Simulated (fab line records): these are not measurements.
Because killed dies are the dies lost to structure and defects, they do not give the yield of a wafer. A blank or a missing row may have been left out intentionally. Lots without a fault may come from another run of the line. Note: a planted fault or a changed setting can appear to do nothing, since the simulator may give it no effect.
fab line records :: flow ritCmos
record:
  lots: 14
  wafers: 42
  lastDay: 7
route steps=202 shown NRETRO@61
lots untouched by any fault: they come from a run of this same line in which no faults occurred
startH: hours from the record's opening day to when the first of the lot's shown wafers began :: waitH: hours since the lot's step before :: " unchanged from the row above :: L1.1+2: one row covering several wafers at once :: - value missing, or start not given :: * or withheld: withheld :: < > ~ a bound
route shown NAME@n: a module of which the file shows steps, and the number in the route of the first :: usual: average and standard deviation across the fault-free wafers :: same: alike in all rows :: chamber/n: place in a boat :: sites: readings site by site :: _std_site: how widely they spread, as a standard deviation :: _edge_site: outer sites' mean less inner sites' :: radiusMm: how far each site lies from the wafer's centre :: mask NAME#n: copy n :: behind: the tool/chamber that last shaped the wafer :: hold: why the lot went on hold/how many hours it stayed there/how the hold came to an end :: device: transistor that didn't switch, given as n, p or np :: end of line: tests run on the same wafers once the route is complete :: a step given without rows: its recipe and nothing more :: killed: dies lost to structure and defects at the first sort, not the wafer's yield :: map: a wafer's dies, x killed, . not, _ none there
set.NAME: setting as actually run; set.NAME@STEP: the setting as run at that earlier step :: model.NAME: the simulator's own value behind a step, which no gauge read
steps of the route over a sample of lots; a table a step, a row a wafer
services: when a tool's chamber went out of use (startH, in hours from the record's first day, below 0 if earlier), for how many hours, and the reason
== steps ==
step: RIT_NRETRO_IMPLANT_08
recipe:
  species: P
  energyKev: 70
  doseCm2: 1e+13
  tiltDeg: 7
usual:
  doseIonsCm2: 1.0001e+13/1.1e+10
  faradayCurrentUA: 31.8/0.67
lot.wafer: L683.2
tool: implanter-01
chamber: 0
startH: 29.39
waitH: 0.2
doseIonsCm2: 1.0021e+13
faradayCurrentUA: 32.3

lot.wafer: L683.4
tool: implanter-01
chamber: 0
startH: 29.39
waitH: 0.2
doseIonsCm2: 1.0011e+13
faradayCurrentUA: 32.3

lot.wafer: L683.5
tool: implanter-01
chamber: 0
startH: 29.39
waitH: 0.2
doseIonsCm2: 1.0001e+13
faradayCurrentUA: 31.1

lot.wafer: L684.2
tool: implanter-02
chamber: 0
startH: 34.90
waitH: 0.2
doseIonsCm2: 9.982e+12
faradayCurrentUA: 31.5

lot.wafer: L684.4
tool: implanter-02
chamber: 0
startH: 34.90
waitH: 0.2
doseIonsCm2: 1.0011e+13
faradayCurrentUA: 32.5

lot.wafer: L684.5
tool: implanter-02
chamber: 0
startH: 34.90
waitH: 0.2
doseIonsCm2: 1e+13
faradayCurrentUA: 32.5

lot.wafer: L685.2
tool: implanter-01
chamber: 0
startH: 39.98
waitH: 0.2
doseIonsCm2: 9.998e+12
faradayCurrentUA: 31.6

lot.wafer: L685.3
tool: implanter-01
chamber: 0
startH: 39.98
waitH: 0.2
doseIonsCm2: 9.996e+12
faradayCurrentUA: 32.7

lot.wafer: L685.5
tool: implanter-01
chamber: 0
startH: 39.98
waitH: 0.2
doseIonsCm2: 9.991e+12
faradayCurrentUA: 31.5

lot.wafer: L686.1
tool: implanter-01
chamber: 0
startH: 45.09
waitH: 0.2
doseIonsCm2: 1e+13
faradayCurrentUA: 32.3

lot.wafer: L686.3
tool: implanter-01
chamber: 0
startH: 45.09
waitH: 0.2
doseIonsCm2: 9.985e+12
faradayCurrentUA: 31.4

lot.wafer: L686.4
tool: implanter-01
chamber: 0
startH: 45.09
waitH: 0.2
doseIonsCm2: 9.988e+12
faradayCurrentUA: 32.1

lot.wafer: L689.1
tool: implanter-04
chamber: 0
startH: 59.45
waitH: 0.2
doseIonsCm2: 1.0021e+13
faradayCurrentUA: 32.3

lot.wafer: L689.2
tool: implanter-04
chamber: 0
startH: 59.45
waitH: 0.2
doseIonsCm2: 1.0007e+13
faradayCurrentUA: 31.7

lot.wafer: L689.3
tool: implanter-04
chamber: 0
startH: 59.45
waitH: 0.2
doseIonsCm2: 1.0006e+13
faradayCurrentUA: 31.1

lot.wafer: L694.4
tool: implanter-02
chamber: 0
startH: 86.26
waitH: 0.2
doseIonsCm2: 9.9998e+13
faradayCurrentUA: 325.6

lot.wafer: L694.5
tool: implanter-02
chamber: 0
startH: 86.26
waitH: 0.2
doseIonsCm2: 1.0001e+14
faradayCurrentUA: 318.3

lot.wafer: L694.6
tool: implanter-02
chamber: 0
startH: 86.26
waitH: 0.2
doseIonsCm2: 1e+14
faradayCurrentUA: 310.0

lot.wafer: L695.2
tool: implanter-02
chamber: 0
startH: 91.36
waitH: 0.2
doseIonsCm2: 1e+14
faradayCurrentUA: 321.6

lot.wafer: L695.4
tool: implanter-02
chamber: 0
startH: 91.36
waitH: 0.2
doseIonsCm2: 9.9987e+13
faradayCurrentUA: 314.7

lot.wafer: L695.6
tool: implanter-02
chamber: 0
startH: 91.36
waitH: 0.2
doseIonsCm2: 1.0002e+14
faradayCurrentUA: 316.3

lot.wafer: L697.1
tool: implanter-01
chamber: 0
startH: 101.31
waitH: 0.2
doseIonsCm2: 1.0018e+13
faradayCurrentUA: 32.2

lot.wafer: L697.2
tool: implanter-01
chamber: 0
startH: 101.31
waitH: 0.2
doseIonsCm2: 9.999e+12
faradayCurrentUA: 31.5

lot.wafer: L697.5
tool: implanter-01
chamber: 0
startH: 101.31
waitH: 0.2
doseIonsCm2: 9.995e+12
faradayCurrentUA: 31.2

lot.wafer: L698.1
tool: implanter-04
chamber: 0
startH: 106.34
waitH: 0.2
doseIonsCm2: 1.0012e+13
faradayCurrentUA: 31.3

lot.wafer: L698.2
tool: implanter-04
chamber: 0
startH: 106.34
waitH: 0.2
doseIonsCm2: 1.0005e+13
faradayCurrentUA: 31.6

lot.wafer: L698.3
tool: implanter-04
chamber: 0
startH: 106.34
waitH: 0.2
doseIonsCm2: 1.0022e+13
faradayCurrentUA: 32.2

lot.wafer: L699.1
tool: implanter-04
chamber: 0
startH: 115.68
waitH: 0.2
doseIonsCm2: 1.001e+13
faradayCurrentUA: 32.1

lot.wafer: L699.3
tool: implanter-04
chamber: 0
startH: 115.68
waitH: 0.2
doseIonsCm2: 9.998e+12
faradayCurrentUA: 31.5

lot.wafer: L699.4
tool: implanter-04
chamber: 0
startH: 115.68
waitH: 0.2
doseIonsCm2: 9.997e+12
faradayCurrentUA: 32.7

lot.wafer: L701.1
tool: implanter-04
chamber: 0
startH: 125.92
waitH: 0.2
doseIonsCm2: 1.0005e+13
faradayCurrentUA: 30.6

lot.wafer: L701.2
tool: implanter-04
chamber: 0
startH: 125.92
waitH: 0.2
doseIonsCm2: 9.986e+12
faradayCurrentUA: 32.6

lot.wafer: L701.5
tool: implanter-04
chamber: 0
startH: 125.92
waitH: 0.2
doseIonsCm2: 9.995e+12
faradayCurrentUA: 31.1

lot.wafer: L702.1
tool: implanter-04
chamber: 0
startH: 130.61
waitH: 0.2
doseIonsCm2: 1.0004e+13
faradayCurrentUA: 31.6

lot.wafer: L702.3
tool: implanter-04
chamber: 0
startH: 130.61
waitH: 0.2
doseIonsCm2: 9.997e+12
faradayCurrentUA: 31.8

lot.wafer: L702.5
tool: implanter-04
chamber: 0
startH: 130.61
waitH: 0.2
doseIonsCm2: 9.982e+12
faradayCurrentUA: 32.7

lot.wafer: L703.4
tool: implanter-01
chamber: 0
startH: 135.24
waitH: 0.2
doseIonsCm2: 1.0006e+13
faradayCurrentUA: 31.7

lot.wafer: L703.5
tool: implanter-01
chamber: 0
startH: 135.24
waitH: 0.2
doseIonsCm2: 9.988e+12
faradayCurrentUA: 30.6

lot.wafer: L703.6
tool: implanter-01
chamber: 0
startH: 135.24
waitH: 0.2
doseIonsCm2: 9.989e+12
faradayCurrentUA: 31.7

lot.wafer: L704.1
tool: implanter-01
chamber: 0
startH: 138.23
waitH: 0.2
doseIonsCm2: 1.0004e+13
faradayCurrentUA: 31.8

lot.wafer: L704.2
tool: implanter-01
chamber: 0
startH: 138.23
waitH: 0.2
doseIonsCm2: 1e+13
faradayCurrentUA: 33.9

lot.wafer: L704.4
tool: implanter-01
chamber: 0
startH: 138.23
waitH: 0.2
doseIonsCm2: 1.002e+13
faradayCurrentUA: 30.8
step: RIT_NRETRO_TW_MEAS_10
usual:
  NRETRO_TW: 1062/9.3
lot.wafer: L683.2
tool: filmMetro-02
chamber: -
startH: 29.70
waitH: 0.1
NRETRO_TW: 1050

lot.wafer: L683.4
tool: filmMetro-02
chamber: -
startH: 29.70
waitH: 0.1
NRETRO_TW: 1053

lot.wafer: L683.5
tool: filmMetro-02
chamber: -
startH: 29.70
waitH: 0.1
NRETRO_TW: 1052

lot.wafer: L684.2
tool: filmMetro-04
chamber: -
startH: 35.21
waitH: 0.1
NRETRO_TW: 1063

lot.wafer: L684.4
tool: filmMetro-04
chamber: -
startH: 35.21
waitH: 0.1
NRETRO_TW: 1055

lot.wafer: L684.5
tool: filmMetro-04
chamber: -
startH: 35.21
waitH: 0.1
NRETRO_TW: 1061

lot.wafer: L685.2
tool: filmMetro-01
chamber: -
startH: 40.29
waitH: 0.1
NRETRO_TW: 1065

lot.wafer: L685.3
tool: filmMetro-01
chamber: -
startH: 40.29
waitH: 0.1
NRETRO_TW: 1066

lot.wafer: L685.5
tool: filmMetro-01
chamber: -
startH: 40.29
waitH: 0.1
NRETRO_TW: 1064

lot.wafer: L686.1
tool: filmMetro-02
chamber: -
startH: 45.41
waitH: 0.1
NRETRO_TW: 1054

lot.wafer: L686.3
tool: filmMetro-02
chamber: -
startH: 45.41
waitH: 0.1
NRETRO_TW: 1048

lot.wafer: L686.4
tool: filmMetro-02
chamber: -
startH: 45.41
waitH: 0.1
NRETRO_TW: 1055

lot.wafer: L689.1
tool: filmMetro-02
chamber: -
startH: 59.77
waitH: 0.1
NRETRO_TW: 1051

lot.wafer: L689.2
tool: filmMetro-02
chamber: -
startH: 59.77
waitH: 0.1
NRETRO_TW: 1052

lot.wafer: L689.3
tool: filmMetro-02
chamber: -
startH: 59.77
waitH: 0.1
NRETRO_TW: 1052

lot.wafer: L694.4
tool: filmMetro-01
chamber: -
startH: 86.54
waitH: 0.1
NRETRO_TW: 2211

lot.wafer: L694.5
tool: filmMetro-01
chamber: -
startH: 86.54
waitH: 0.1
NRETRO_TW: 2227

lot.wafer: L694.6
tool: filmMetro-01
chamber: -
startH: 86.54
waitH: 0.1
NRETRO_TW: 2220

lot.wafer: L695.2
tool: filmMetro-04
chamber: -
startH: 91.67
waitH: 0.1
NRETRO_TW: 2218

lot.wafer: L695.4
tool: filmMetro-04
chamber: -
startH: 91.67
waitH: 0.1
NRETRO_TW: 2227

lot.wafer: L695.6
tool: filmMetro-04
chamber: -
startH: 91.67
waitH: 0.1
NRETRO_TW: 2215

lot.wafer: L697.1
tool: filmMetro-01
chamber: -
startH: 101.64
waitH: 0.1
NRETRO_TW: 1065

lot.wafer: L697.2
tool: filmMetro-01
chamber: -
startH: 101.64
waitH: 0.1
NRETRO_TW: 1070

lot.wafer: L697.5
tool: filmMetro-01
chamber: -
startH: 101.64
waitH: 0.1
NRETRO_TW: 1067

lot.wafer: L698.1
tool: filmMetro-02
chamber: -
startH: 106.67
waitH: 0.1
NRETRO_TW: 1052

lot.wafer: L698.2
tool: filmMetro-02
chamber: -
startH: 106.67
waitH: 0.1
NRETRO_TW: 1054

lot.wafer: L698.3
tool: filmMetro-02
chamber: -
startH: 106.67
waitH: 0.1
NRETRO_TW: 1056

lot.wafer: L699.1
tool: filmMetro-04
chamber: -
startH: 116.00
waitH: 0.1
NRETRO_TW: 1065

lot.wafer: L699.3
tool: filmMetro-04
chamber: -
startH: 116.00
waitH: 0.1
NRETRO_TW: 1069

lot.wafer: L699.4
tool: filmMetro-04
chamber: -
startH: 116.00
waitH: 0.1
NRETRO_TW: 1072

lot.wafer: L701.1
tool: filmMetro-02
chamber: -
startH: 126.25
waitH: 0.1
NRETRO_TW: 1057

lot.wafer: L701.2
tool: filmMetro-02
chamber: -
startH: 126.25
waitH: 0.1
NRETRO_TW: 1050

lot.wafer: L701.5
tool: filmMetro-02
chamber: -
startH: 126.25
waitH: 0.1
NRETRO_TW: 1051

lot.wafer: L702.1
tool: filmMetro-01
chamber: -
startH: 130.93
waitH: 0.1
NRETRO_TW: 1068

lot.wafer: L702.3
tool: filmMetro-01
chamber: -
startH: 130.93
waitH: 0.1
NRETRO_TW: 1063

lot.wafer: L702.5
tool: filmMetro-01
chamber: -
startH: 130.93
waitH: 0.1
NRETRO_TW: 1063

lot.wafer: L703.4
tool: filmMetro-02
chamber: -
startH: 135.52
waitH: 0.1
NRETRO_TW: 1050

lot.wafer: L703.5
tool: filmMetro-02
chamber: -
startH: 135.52
waitH: 0.1
NRETRO_TW: 1044

lot.wafer: L703.6
tool: filmMetro-02
chamber: -
startH: 135.52
waitH: 0.1
NRETRO_TW: 1048

lot.wafer: L704.1
tool: filmMetro-02
chamber: -
startH: 138.55
waitH: 0.1
NRETRO_TW: 1050

lot.wafer: L704.2
tool: filmMetro-02
chamber: -
startH: 138.55
waitH: 0.1
NRETRO_TW: 1047

lot.wafer: L704.4
tool: filmMetro-02
chamber: -
startH: 138.55
waitH: 0.1
NRETRO_TW: 1050
== services ==
tool: implanter-02
chamber: -
startH: 8.38
hours: 8.5
kind: repair

tool: implanter-04
chamber: -
startH: 26.31
hours: 22.5
kind: repair

tool: implanter-02
chamber: -
startH: 42.60
hours: 3.7
kind: pm

tool: implanter-01
chamber: -
startH: 57.60
hours: 2.9
kind: pm

tool: implanter-02
chamber: -
startH: 88.90
hours: 1.5
kind: repair

tool: implanter-01
chamber: -
startH: 104.26
hours: 1.2
kind: repair

tool: implanter-02
chamber: -
startH: 123.82
hours: 2.2
kind: repair
== key ==
firstSign:
  step: RIT_NRETRO_IMPLANT_08
  reading: doseIonsCm2
  direction: up
  sigmas: 99+
  usual: 1.0001e+13
  struck: 1e+14
effect:
  step: RIT_NRETRO_IMPLANT_08
  reading: faradayCurrentUA
  direction: up
  sigmas: 99+
  usual: 31.8
  struck: 317.8
effect:
  step: RIT_NRETRO_TW_MEAS_10
  reading: NRETRO_TW
  direction: up
  sigmas: 99+
  usual: 1062
  struck: 2220
metAt RIT_NRETRO_IMPLANT_08
struckLots L694,L695
testerLeftOut L694,L695
onsetBetween 34.90 86.26
fault:
  kind: processParameterDrift
  tool: implanter-02
  chamber: -
  onsetH: 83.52
  steps: RIT_NRETRO_IMPLANT_08
  channel: doseCm2
  offset: 9e+13
  shape: step
  endH: 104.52
  actsIn: theseRecipesOnly
  stated: 1e+13
testerLeftOut: of these lots the tester's yield and bins aren't shown, on N5 and GAA mostly nor the transistor test; their killed dies are dies lost to structure and defects alone, not to doping, threshold or leakage, so they don't give the yield
